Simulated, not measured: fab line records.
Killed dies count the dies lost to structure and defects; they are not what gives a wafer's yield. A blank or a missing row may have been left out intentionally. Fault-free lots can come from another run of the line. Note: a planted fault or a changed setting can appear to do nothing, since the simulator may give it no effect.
Which tool was responsible? -- flow rit-cmos -- Sampling: 13 lots, 39 wafers, 2 of 202 route steps

== WHAT THE GAUGES READ, wafer by wafer ==
Not one reading of a measure or inspect step in the record can be checked against a usual standard deviation.

== WHAT TOOL EACH LOT RAN ON (gives the tool, then ch and the chambers of the sampled wafers, and finally the start) ==
lot,RIT_GATE_ETCH_19,RIT_M1_PROBE_99
L574,"rie-si-02 ch 0,2,3, day 2 13:34",-
L575,"rie-si-01 ch 0,2, day 2 18:40",-
L576,"rie-si-02 ch 0,1, day 2 23:14",-
L577,"rie-si-01 ch 0,1,2, day 3 04:28",-
L578,"rie-si-02 ch 0,2,3, day 3 12:01",-
L579,"rie-si-01 ch 1,2, day 3 15:11",-
L584,"rie-si-02 ch 0,2,3, day 4 14:53",-
L589,"rie-si-01 ch 0,2,3, day 5 22:01","prober-02, day 7 00:06"
L591,"rie-si-01 ch 1,2,3, day 6 04:20",-
L592,"rie-si-01 ch 0,2, day 6 17:01",-
L595,"rie-si-01 ch 0,3, day 7 08:34",-
L596,"rie-si-02 ch 0,1,3, day 7 10:36",-
L597,"rie-si-01 ch 0,1,2, day 7 19:45",-
- RIT_GATE_ETCH_19: etches poly-Si in SF6/CHF3/O2, stops on SiO2, time 165 s, target depth 312.5 nm.
- RIT_M1_PROBE_99

== AS READ BY THE TOOLS THEMSELVES (means over the sampled wafers that have a number; for cases with no such wafer, the mark the record gives instead) ==
RIT_GATE_ETCH_19.
lot,tool,CHF3_flow_sccm (sccm),chamber-pressure-mTorr (mTorr),drypump-motor-current-A (A),oes-product-au (a.u.),rf-fwd-power-W (W),throttle-valve-pct (%)
L574,rie-si-02,30.02,40.02,5.5,0.855,159.9,10.29
L575,rie-si-01,29.99,40.01,5.6,0.850,159.5,10.32
L576,rie-si-02,30.05,40.00,6.0,0.865,160.2,10.13
L577,rie-si-01,30.06,39.99,5.6,0.858,159.3,10.19
L578,rie-si-02,30.07,39.99,5.5,0.847,159.1,10.29
L579,rie-si-01,30.01,40.00,5.6,0.850,159.5,10.02
L584,rie-si-02,29.99,40.00,5.5,0.858,180.5,10.29
L589,rie-si-01,29.93,40.02,5.6,0.857,159.8,10.31
L591,rie-si-01,30.02,39.99,5.7,0.850,159.2,10.16
L592,rie-si-01,29.93,40.02,5.8,0.861,159.2,10.30
L595,rie-si-01,30.01,40.03,5.5,0.869,159.5,10.33
L596,rie-si-02,30.03,40.00,5.7,0.860,159.5,10.24
L597,rie-si-01,30.07,40.00,5.6,0.858,159.5,10.18

RIT_M1_PROBE_99.
lot,tool,killed-at-contacts,killed-at-front-end,killed-dies,killed-open,killed-short
L589,prober-02,0.0,6.0,6.0,3.3,2.7

== THE ANSWER, worked out from the rows above alone ==
Rule: the usual values come from the lots themselves. The widest of any qualifying gaps counts: lots, ordered by their means at a reading, are off when they make up no more than a third of the lots, leave a main group of 4 or more, and stand apart from it by 3 or more times the standard deviation of that group's means. If all means in a main group match to the digits the tables above print for the reading, that group is not used. A lot without any number at a reading at which 4 lots or more have one is off too. All remaining lots with rows at the step are treated as sound. After the gauges, taken in route order, come the tools' own readings; for these a lot's mean is taken, as printed above. The first step at which some lot is off is used, and at that step the reading that is off furthest; a lot without a number counts as furthest.
Off at RIT_GATE_ETCH_19 (rf-fwd-power-W): L584. For the main group the mean is 159.5 W and the standard deviation 0.31.
A tool fits if, at that step or a process step before it, it ran every lot that is off, and no sound lot after the first of them. Not one of the candidates tried fits.

== WHAT WAS PUT IN BY THE SIMULATOR ==
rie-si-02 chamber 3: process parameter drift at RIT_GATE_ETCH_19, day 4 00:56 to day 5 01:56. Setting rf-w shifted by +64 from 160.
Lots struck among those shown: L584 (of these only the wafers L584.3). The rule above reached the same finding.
